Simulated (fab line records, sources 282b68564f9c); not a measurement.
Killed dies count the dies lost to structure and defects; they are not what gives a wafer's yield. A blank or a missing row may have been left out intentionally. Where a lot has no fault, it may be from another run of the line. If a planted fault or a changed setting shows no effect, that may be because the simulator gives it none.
A lot that was struck, set against a sound lot + flow rit_cmos + 23 out of 202 route steps
Sound: these wafers, L684.1, L684.5, L684.6. The struck wafers were L686.2, L686.3, L686.6. The cause comes at the end.
Each step with rows lists, per side, the tool, then ch with its chambers, then its first start. Under that, the readings that differ: sound wafers + struck wafers + difference of the means + sigmas: that difference in standard deviations of wafers without a fault.
alike: readings whose means differ by less than 2 such deviations, and words and numbers that are the same on both sides. not compared: withheld readings, readings that some wafer has no value for, bounds like >300 that may hide the same value, and numbers for which the record gives no deviation and whose values overlap.
Wherever a step has rows on one side only, a row that says differs or no value, or a row with sigmas, the two part there. Non-overlapping numbers with no deviation appear without sigmas and do not part them. A reading missing from all wafers of one side parts the sides only when that side holds two or more wafers.

first, 5 steps without rows for these wafers: RIT_GATE_WET_ETCH_00 (etches SiO2 in BOE, target depth 56 nm, time 60 s); RIT_GATE_CLEAN_01 (cleans in SC1, time 600 s); RIT_GATE_CLEAN_02 (cleans in dHF, time 30 s); RIT_GATE_CLEAN_03 (cleans in SC2, time 600 s); RIT_GATE_CLEAN_04 (cleans in dHF, time 60 s).
RIT_FOX2_THK_MEAS_91:
  sound on film_metro-03, day 3 00:19; struck on film_metro-03, day 3 13:03
  alike: FIELD_OXIDE_LEFT_2_THK
then, 2 steps without rows for these wafers: RIT_GATE_OXIDATION_05 (target thk 3 nm, ox time 270 s); RIT_GATE_ANNEAL_06 (time 600 s).
RIT_GATE_THK_MEAS_07:
  sound on film_metro-02, day 3 04:49; struck on film_metro-03, day 3 22:55
  alike: GATE_OXIDE_THK
then, 1 step without rows for these wafers: RIT_GATE_CVD_08 (deposits poly-Si from SiH4, target thk 250 nm, time 2220 s).
RIT_GATE_THK_MEAS_09:
  sound on film_metro-03, day 3 07:18; struck on film_metro-02, day 4 00:35
  alike: GATE_POLY_THK
then, 1 step without rows for these wafers: RIT_GATE_HMDS_10 (prime time 60 s).
RIT_GATE_COAT_11: resist thk 850 nm.
  sound on litho_track-02 ch 0, day 3 07:31; struck on litho_track-02 ch 0, day 4 00:49
| reading                                   | sound             | struck            | difference | sigmas |
|-------------------------------------------|-------------------|-------------------|------------|--------|
| model.NOVOLAK_of_GATE_COAT_11.thk_nm (nm) | 850.2 849.8 850.9 | 465.9 465.1 466.9 | -384.3     |        |
  alike: spin_speed_rpm
then, 3 steps without rows for these wafers: RIT_GATE_SOFTBAKE_12 (time 60 s); RIT_GATE_EXPOSE_13 (exposes mask M6, target cd 150 nm); RIT_GATE_PEB_14.
RIT_GATE_DEVELOP_15: develop time 52.04 s.
  sound: litho_track-04 ch 0; struck: litho_track-02 ch 0
| reading               | sound             | struck            | difference | sigmas |
|-----------------------|-------------------|-------------------|------------|--------|
| model.GATE.cd_nm (nm) | 150.9 150.6 150.4 | 78.34 76.96 78.03 | -72.86     |        |
RIT_GATE_CD_MEAS_16 targets a cd of 150 nm.
  sound on cd_sem-02, day 3 08:13; struck on cd_sem-02, day 4 01:30
| reading    | sound             | struck         | difference | sigmas |
|------------|-------------------|----------------|------------|--------|
| cd_nm (nm) | 151.0 150.8 150.2 | 78.1 76.8 77.8 | -73.1      | -33    |
RIT_GATE_OVL_MEAS_17:
  sound on overlay-02, day 3 08:20; struck on overlay-01, day 4 01:37
  alike: GATE_OVL
then, 1 step without rows for these wafers: RIT_GATE_HARDBAKE_18 (time 60 s).
RIT_GATE_ETCH_19: etches poly-Si in SF6/CHF3/O2, stops on SiO2, time 165 s, target depth 312.5 nm.
  sound on rie_si-02 ch 0,1,3, day 3 08:31; struck on rie_si-02 ch 1,2,3, day 4 01:47
| reading                                   | sound             | struck            | difference | sigmas |
|-------------------------------------------|-------------------|-------------------|------------|--------|
| model.NOVOLAK_of_GATE_COAT_11.thk_nm (nm) | 667.1 670.1 670   | 332.7 329.7 334.3 | -336.8     |        |
| model.GATE.cd_nm (nm)                     | 150.8 150.6 150.4 | 78.29 76.9 78.07  | -72.85     |        |
  alike: drypump_motor_current_A, oes_product_au, rf_fwd_power_W, throttle_valve_pct
  not compared: rf_hours_counter_h
RIT_GATE_STRIP_20: strips in O2, time 180 s.
  sound on plasma_asher-01 ch 0,1, day 3 08:37; struck on plasma_asher-01 ch 1, day 4 01:54
  alike: drypump_motor_current_A
  not compared: rf_hours_counter_h
RIT_M1_PROBE_99:
  sound on prober-02, day 4 07:51; struck on prober-02, day 4 23:53
| reading             | sound   | struck      | difference | sigmas |
|---------------------|---------|-------------|------------|--------|
| killed_at_front_end | 8 10 12 | 264 263 264 | +254       | +82    |
| killed_dies         | 8 11 12 | 264 264 264 | +254       | +82    |
| killed_on_rim       | 0 2 2   | 70 70 70    | +69        | +53    |
  alike: killed_at_M0_to_M3, killed_at_contacts, killed_open, killed_short

## WHERE THEY PART
At RIT_GATE_CD_MEAS_16 first; at RIT_M1_PROBE_99 last (within this record only).

WHY: what had been put in by the simulator
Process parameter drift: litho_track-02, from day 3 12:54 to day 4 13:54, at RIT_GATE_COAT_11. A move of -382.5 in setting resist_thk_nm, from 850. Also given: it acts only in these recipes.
